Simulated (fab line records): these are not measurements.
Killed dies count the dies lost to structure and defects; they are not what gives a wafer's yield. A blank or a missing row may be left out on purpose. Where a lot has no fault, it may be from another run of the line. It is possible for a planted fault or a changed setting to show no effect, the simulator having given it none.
Matching of chambers + flow berkeley-cmos170 + 4 sister chambers for UCB170_M3_ETCH_17 on rie-diel-03
The step etches BARC in N2/H2. 8 wafers are shown with their chamber, then 7 later ones without.

== WAFERS PAIRED WITH THEIR CHAMBERS ==
| wafer  | chamber | drypump-motor-current-A (A) | throttle-valve-pct (%) |
|--------|---------|-----------------------------|------------------------|
| L123.3 | 2       | 5.6                         | 13.35                  |
| L124.1 | 3       | 6.6                         | 13.49                  |
| L125.5 | 1       | 5.4                         | 13.24                  |
| L132.2 | 1       | 5.3                         | 13.24                  |
| L132.4 | 2       | 5.6                         | 13.35                  |
| L132.5 | 0       | 5.3                         | 13.27                  |
| L139.3 | 0       | 5.3                         | 13.28                  |
| L139.4 | 3       | 6.5                         | 13.48                  |

== WAFERS MISSING THEIR CHAMBER ==
| wafer  | drypump-motor-current-A (A) | throttle-valve-pct (%) |
|--------|-----------------------------|------------------------|
| L139.5 | 5.3                         | 13.24                  |
| L141.3 | 5.6                         | 13.35                  |
| L141.4 | 5.6                         | 13.36                  |
| L141.5 | 5.3                         | 13.30                  |
| L143.3 | 5.4                         | 13.25                  |
| L143.4 | 6.6                         | 13.47                  |
| L143.5 | 5.4                         | 13.22                  |

== CHAMBER TAKEN BY EACH ==
| wafer  | from the rows above | in truth |
|--------|---------------------|----------|
| L139.5 | 1                   | 1        |
| L141.3 | 2                   | 2        |
| L141.4 | 2                   | 2        |
| L141.5 | 0                   | 0        |
| L143.3 | 1                   | 1        |
| L143.4 | 3                   | 3        |
| L143.5 | 1                   | 1        |
Correct placement for 7 of the 7. Can't be placed from these rows: 0. Wrongly placed: 0.
How it was worked out, from the rows above alone: a wafer's distance from a chamber is the root of the sum, over the readings, of the square of ((its reading less the chamber's mean) divided by the reading's scatter). If the next closest chamber is less than 2 further off than the closest, the wafer can't be placed; otherwise it belongs to the closest. The mean given for a chamber averages the wafers shown for that chamber. The scatter: the root of (the sum of the squares of (reading less its chamber's mean) over the shown wafers, divided by (wafers less chambers)).
